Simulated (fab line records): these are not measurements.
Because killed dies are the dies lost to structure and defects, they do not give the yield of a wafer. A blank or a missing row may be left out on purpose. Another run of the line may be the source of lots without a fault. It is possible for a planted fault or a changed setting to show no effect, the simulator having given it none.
Which tool did it?	flow berkeley cmos170	15 lots, 45 wafers sampled, at 5 steps of a route of 331

== WHAT EACH GAUGE READ, for each wafer ==
UCB170_ACTIVE_OVL_MEAS_14. Usual: ACTIVE_OVL gives -1 nm (standard deviation 5.5).
lot	measured	on	ACTIVE_OVL (nm)	flag
L995	day 3 23:37	overlay-02	1 -1 -3	
L996	day 4 08:48	overlay-02	15 5 17	
L997	day 4 19:38	overlay-02	-9 -4 -5	
L999	day 4 19:55	overlay-01	-8 1 -5	
L998	day 4 22:29	overlay-02	-9 -4 -5	
L100	day 5 02:58	overlay-01	3 0 8	
L101	day 5 02:31	overlay-01	-8 -4 2	
L102	day 6 00:07	overlay-02	6 4 13	
L103	day 6 00:14	overlay-01	2 5 5	
L104	day 6 00:29	overlay-02	-4 -6 -4	
L105	day 6 18:24	overlay-02	-2 0 3	
L106	day 7 02:48	overlay-02	-2 0 -4	
L107	day 7 02:39	overlay-01	3 1 9	
L108	day 7 03:00	overlay-01	-11 -15 -15	
L115	day 8 13:33	overlay-02	-7 2 -4	

UCB170_GATE_THK_MEAS_02. Usual: GATE_OXIDE_THK gives 6.57 nm (standard deviation 0.11).
lot	measured	on	GATE_OXIDE_THK (nm)	flag
L995	day 5 16:00	film metro-02	6.57 6.61 6.41	
L996	day 6 03:04	film metro-03	6.69 6.78 6.69	
L997	day 6 17:29	film metro-02	6.67 6.62 6.62	
L999	day 6 17:29	film metro-01	6.66 6.63 6.61	
L998	day 7 03:31	film metro-02	6.57 6.62 6.62	
L100	day 7 00:17	film metro-01	6.54 6.66 6.60	
L101	day 7 00:16	film metro-02	6.49 6.47 6.47	
L102	day 7 15:03	film metro-02	6.56 6.45 6.53	
L103	day 7 15:03	film metro-01	6.73 6.57 6.72	
L104	day 7 15:03	film metro-03	6.60 6.64 6.46	
L105	day 8 02:56	film metro-01	6.52 6.43 6.32	
L106	day 8 09:13	film metro-03	5.40 5.26 5.42	OFF
L107	day 8 09:13	film metro-02	5.27 5.20 5.19	OFF
L108	day 8 09:13	film metro-01	5.36 5.24 5.24	OFF
L115	day 9 23:42	film metro-02	6.34 6.36 6.37	

UCB170_GATE_THK_MEAS_05. Usual: GATE_POLY_THK gives 213.7 nm (standard deviation 2.3).
lot	measured	on	GATE_POLY_THK (nm)	flag
L995	day 6 02:58	film metro-02	216.6 217.1 215.9	
L996	day 6 11:11	film metro-03	210.8 211.6 210.0	
L997	day 7 01:10	film metro-01	216.1 214.2 215.1	
L999	day 7 01:10	film metro-02	210.4 210.7 211.3	
L998	day 7 07:46	film metro-01	217.4 217.1 217.6	
L100	day 7 04:37	film metro-02	214.3 213.3 213.4	
L101	day 7 04:35	film metro-03	210.3 212.4 210.9	
L102	day 7 23:02	film metro-01	210.1 211.4 211.0	
L103	day 7 23:02	film metro-02	210.8 212.2 211.5	
L104	day 7 23:02	film metro-03	214.5 217.2 216.6	
L105	day 8 07:18	film metro-02	214.9 212.9 213.5	
L106	day 8 14:55	film metro-01	212.7 213.2 215.8	
L107	day 8 14:55	film metro-03	213.7 212.3 213.7	
L108	day 8 14:55	film metro-02	210.4 213.5 209.0	
L115	day 10 04:05	film metro-02	215.8 215.4 215.7	

== EACH LOT AND THE TOOL THAT RAN IT (in order: tool; ch and the chambers of the sampled wafers; start) ==
lot	UCB170_NWELL_ETCH_13	UCB170_GATE_OXIDATION_01
L995	rie diel-02 ch 0,1,3, day 2 05:14	furnace-04 ch 0, day 5 14:29
L996	rie diel-04 ch 0,1,3, day 2 15:06	furnace-03 ch 0, day 6 01:34
L997	rie diel-02 ch 1,2,3, day 2 20:41	furnace-04 ch 0, day 6 15:59
L999	rie diel-02 ch 0,1,2, day 3 00:18	furnace-04 ch 0, day 6 15:59
L998	rie diel-04 ch 0,1,3, day 3 00:32	furnace-01 ch 0, day 7 01:59
L100	rie diel-03 ch 1,2,3, day 3 06:51	furnace-03 ch 0, day 6 22:46
L101	rie diel-02 ch 2,3, day 3 08:53	furnace-03 ch 0, day 6 22:46
L102	rie diel-03 ch 1,3, day 3 17:33	furnace-01 ch 0, day 7 13:32
L103	rie diel-03 ch 1,2, day 3 20:20	furnace-01 ch 0, day 7 13:32
L104	rie diel-04 ch 0,1,3, day 4 02:19	furnace-01 ch 0, day 7 13:32
L105	rie diel-02 ch 0,1,2, day 4 08:13	furnace-04 ch 0, day 8 01:26
L106	rie diel-03 ch 1,2, day 4 13:07	furnace-01 ch 0, day 8 07:43
L107	rie diel-03 ch 0,1,2, day 4 21:23	furnace-01 ch 0, day 8 07:43
L108	rie diel-02 ch 0,2, day 4 21:28	furnace-01 ch 0, day 8 07:43
L115	rie diel-03 ch 0,1,3, day 6 23:47	furnace-04 ch 0, day 9 22:12
- UCB170_NWELL_ETCH_13: etches Si3N4 in CH3F/Ar/O2, stops on SiO2, target depth 246.4 nm, time 154 s.
- UCB170_GATE_OXIDATION_01: target thk 6.6 nm, ox time 1800 s.

== AS READ BY THE TOOLS THEMSELVES (means over the sampled wafers that have a number; for cases with no such wafer, the mark the record gives instead) ==
UCB170_NWELL_ETCH_13. Usual: drypump motor current A 5.8 A, standard deviation 0.64; oes product au 0.936 a.u., standard deviation 0.011; rf fwd power W 448.3 W, standard deviation 1.7; throttle valve pct 8.07 %, standard deviation 0.13.
lot	tool	drypump motor current A (A)	oes product au (a.u.)	rf fwd power W (W)	throttle valve pct (%)	flag
L995	rie diel-02	6.3	0.936	448.0	8.09	
L996	rie diel-04	5.7	0.941	448.7	8.04	
L997	rie diel-02	6.2	0.941	447.0	8.10	
L999	rie diel-02	6.5	0.942	449.4	8.18	
L998	rie diel-04	5.7	0.944	450.1	8.04	
L100	rie diel-03	5.2	0.942	447.4	8.08	
L101	rie diel-02	6.1	0.927	447.7	8.11	
L102	rie diel-03	4.9	0.934	447.5	8.01	
L103	rie diel-03	5.5	0.944	448.2	8.14	
L104	rie diel-04	5.7	0.943	448.2	8.04	
L105	rie diel-02	6.5	0.935	447.3	8.19	
L106	rie diel-03	5.5	0.948	449.1	8.15	
L107	rie diel-03	5.6	0.936	448.6	8.12	
L108	rie diel-02	6.4	0.936	448.1	8.20	
L115	rie diel-03	5.3	0.929	446.7	8.05	

UCB170_GATE_OXIDATION_01. Usual: spike tc centre C 852.1 C, standard deviation 1.1; spike tc load C 873 C, standard deviation 3; spike tc source C 871.7 C, standard deviation 2.6; tube center temp C 850 C, standard deviation 0.076; tube_center_temp_C_max 852.2, standard deviation 0.4.
lot	tool	spike tc centre C (C)	spike tc load C (C)	spike tc source C (C)	tube center temp C (C)	tube_center_temp_C_max	flag
L995	furnace-04	852.5	873	868.1	850	852.2	
L996	furnace-03	852.7	876	872.6	850	852.6	
L997	furnace-04	852.5	874	868.6	850	852.5	
L999	furnace-04	851.9	874	867.1	850	852.4	
L998	furnace-01	852.1	869	873.8	850	852.0	
L100	furnace-03	853.0	876	873.9	850	852.1	
L101	furnace-03	852.1	876	873.4	850	852.3	
L102	furnace-01	851.8	869	872.1	850	852.4	
L103	furnace-01	852.1	870	872.8	850	852.3	
L104	furnace-01	850.8	870	873.4	850	852.4	
L105	furnace-04	852.8	875	868.4	850	852.1	
L106	furnace-01	833.2	850	855.8	831	833.6	OFF
L107	furnace-01	833.0	850	854.3	831	833.2	OFF
L108	furnace-01	832.4	851	854.7	831	834.0	OFF
L115	furnace-04	852.8	874	868.4	850	851.9	

== THE ANSWER, worked out from the rows above alone ==
Rule: a lot is off if the mean of its wafers that have a number lies more than 3 standard deviations from the usual mean. A lot without any number at a reading at which 4 lots or more have one is off too. Where the step has rows for the other lots, those lots are counted as sound. The gauges are gone through in route order, then the tools' own readings, and for those a lot's mean is taken as printed above. The first step at which some lot is off is used, and at that step the reading that is off furthest; a lot without a number counts as furthest.
Off: at UCB170_GATE_THK_MEAS_02 (GATE_OXIDE_THK), L106, L107, L108.
If a tool, at a process step before that reading, ran all the lots that are off and no sound lot after the first of them, it fits. Not tried: the gauges at UCB170_GATE_THK_MEAS_02; whatever is off there is also off at UCB170_GATE_OXIDATION_01, on other tools, and gauge error can't account for it. One fits: UCB170_GATE_OXIDATION_01 on furnace-01. A fault onset in the window from L102 (day 7 13:32, its last sound lot) to L106 (day 8 07:43, its first lot off) fits.
The tool's own readings at UCB170_GATE_OXIDATION_01 bear it out: on the lots that are off they differ by more than 5 times the standard deviation of the sound lots' means. spike tc centre C reads 832.9 C there against 852.3 C on the sound lots; spike tc load C reads 850 C there against 873 C on the sound lots; spike tc source C reads 854.9 C there against 871.0 C on the sound lots; tube center temp C reads 831 C there against 850 C on the sound lots; tube_center_temp_C_max reads 833.6 there against 852.3 on the sound lots.

== WHAT WAS PUT IN BY THE SIMULATOR ==
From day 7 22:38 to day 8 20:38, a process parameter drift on furnace-01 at UCB170_GATE_OXIDATION_01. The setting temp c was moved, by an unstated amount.
Shown lots that were struck: L107, L106, L108. The rule above found the same.
